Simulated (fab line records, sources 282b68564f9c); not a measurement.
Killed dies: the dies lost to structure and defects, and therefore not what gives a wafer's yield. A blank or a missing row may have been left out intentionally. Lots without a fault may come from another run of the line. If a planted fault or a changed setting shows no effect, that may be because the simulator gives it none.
Which tool was responsible? ; flow rit cmos ; 14 lots with 42 wafers sampled at 4 steps, on a route of 202 steps

WHAT THE GAUGES READ, wafer by wafer
RIT_NLDD_OVL_MEAS_06. Usual: NLDD_OVL gives -0.4 nm (standard deviation 1.3).
lot;measured;on;NLDD_OVL (nm);flag
L467;day 2 23:16;overlay-02;-0.5 0.3 -0.4;
L468;day 3 07:49;overlay-02;0.3 1.6 0.3;
L471;day 3 19:12;overlay-02;-0.2 0.8 0.9;
L472;day 4 00:04;overlay-02;-2.3 -2.0 -0.9;
L473;day 4 09:25;overlay-01;-2.3 0.5 -1.4;
L474;day 4 11:08;overlay-02;-0.5 -1.4 1.0;
L475;day 4 14:40;overlay-02;-1.8 -1.8 -1.6;
L476;day 4 20:05;overlay-02;1.6 1.1 1.7;
L477;day 5 02:13;overlay-02;-1.3 -1.8 -2.6;
L484;day 6 16:35;overlay-02;-0.1 -1.1 -0.5;
L486;day 7 00:47;overlay-02;0.3 0.1 0.4;
L487;day 7 03:19;overlay-02;1.5 1.4 1.5;
L488;day 7 07:25;overlay-01;0.9 -0.1 -1.2;
L489;day 7 13:33;overlay-02;-1.0 0.5 0.3;

RIT_NSD_TW_MEAS_10. Usual: NSD_TW gives 3166 (standard deviation 20).
lot;measured;on;NSD_TW;flag
L467;day 3 05:45;film metro-02;3155 3146 3176;
L468;day 3 13:52;film metro-03;3147 3137 3138;
L471;day 4 01:14;film metro-03;3140 3141 3124;
L472;day 4 07:34;film metro-04;3203 3160 3176;
L473;day 4 15:46;film metro-04;3198 3175 3181;
L474;day 4 17:32;film metro-03;3130 3132 3146;
L475;day 4 21:27;film metro-04;3154 3183 3180;
L476;day 5 02:18;film metro-03;3182 3174 3177;
L477;day 5 08:22;film metro-02;3186 3157 3175;
L484;day 6 22:42;film metro-02;3173 3179 3164;
L486;day 7 08:14;film metro-02;3160 3164 3175;
L487;day 7 11:07;film metro-02;3166 3149 3173;
L488;day 7 14:30;film metro-03;3165 3170 3152;
L489;day 7 20:25;film metro-03;3176 3179 3160;

RIT_CONTACT_CD_MEAS_08: the cd target is 1000 nm. Usual: cd nm reads 1000.1 nm (standard deviation 1.9).
lot;measured;on;cd nm (nm);flag
L467;day 3 10:15;cd sem-01;1001.7 1002.7 1003.9;
L468;day 3 17:52;cd sem-01;998.2 1000.7 999.6;
L471;day 4 05:20;cd sem-01;1000.6 1001.6 1000.3;
L472;day 4 11:47;cd sem-01;996.2 999.2 999.7;
L473;day 4 20:29;cd sem-01;999.7 999.9 998.0;
L474;day 4 21:46;cd sem-01;998.0 998.9 999.1;
L475;day 5 02:01;cd sem-01;1003.0 1002.1 1002.7;
L476;day 5 06:35;cd sem-01;997.5 999.3 995.9;
L477;day 5 12:31;cd sem-01;1000.5 1001.7 1000.6;
L484;day 7 03:07;cd sem-02;1002.2 1001.2 1002.1;
L486;day 7 12:42;cd sem-01;1002.3 1000.1 1001.7;
L487;day 7 15:26;cd sem-01;1000.3 999.1 1000.5;
L488;day 7 18:43;cd sem-01;999.2 998.6 1000.4;
L489;day 8 00:38;cd sem-01;1002.2 1001.4 1001.2;

TOOL THAT RAN EACH LOT (tool first, then ch and the chambers of the sampled wafers, then the start)
lot;RIT_SDANNEAL_CLEAN_00
L467;wet bench-04 ch 0, day 3 07:14
L468;wet bench-01 ch 0, day 3 15:21
L471;wet bench-02 ch 1, day 4 02:50
L472;wet bench-02 ch 2, day 4 09:06
L473;wet bench-04 ch 3, day 4 17:23
L474;wet bench-02 ch 2, day 4 19:00
L475;wet bench-01 ch 2, day 4 23:04
L476;wet bench-01 ch 2, day 5 03:47
L477;wet bench-02 ch 1, day 5 09:52
L484;wet bench-01 ch 0, day 7 00:18
L486;wet bench-04 ch 2, day 7 09:43
L487;wet bench-01 ch 0, day 7 12:41
L488;wet bench-02 ch 2, day 7 15:58
L489;wet bench-04 ch 1, day 7 21:56
- RIT_SDANNEAL_CLEAN_00: cleans in SC1, time 600 s.

WHAT THE TOOLS THEMSELVES READ (means of the sampled wafers that have a number; where no wafer has one, the mark that the record gives instead)
RIT_SDANNEAL_CLEAN_00. Usual: run length s reads 628 s (standard deviation 3.1).
lot;tool;run length s (s);flag
L467;wet bench-04;635;
L468;wet bench-01;626;
L471;wet bench-02;624;
L472;wet bench-02;627;
L473;wet bench-04;633;
L474;wet bench-02;566;OFF
L475;wet bench-01;625;
L476;wet bench-01;625;
L477;wet bench-02;565;OFF
L484;wet bench-01;626;
L486;wet bench-04;632;
L487;wet bench-01;627;
L488;wet bench-02;626;
L489;wet bench-04;632;

THE ANSWER, worked out from the rows above alone
Rule: lot off if the mean of its wafers having a number is beyond 3 standard deviations from the usual mean. Also off: a lot with no number at a reading for which 4 or more lots have one. All remaining lots with rows at the step are treated as sound. Order of review: gauges by route order, followed by the tools' own readings, for which a lot's mean as printed above is used. The first step at which some lot is off is used, and at that step the reading that is off furthest; a lot without a number counts as furthest.
Off, at RIT_SDANNEAL_CLEAN_00 on run length s: L474, L477.
A tool fits if, at that step or a process step before it, it ran every lot that is off, and no sound lot after the first of them. Of those tried, none fits.

WHAT THE SIMULATOR PUT IN
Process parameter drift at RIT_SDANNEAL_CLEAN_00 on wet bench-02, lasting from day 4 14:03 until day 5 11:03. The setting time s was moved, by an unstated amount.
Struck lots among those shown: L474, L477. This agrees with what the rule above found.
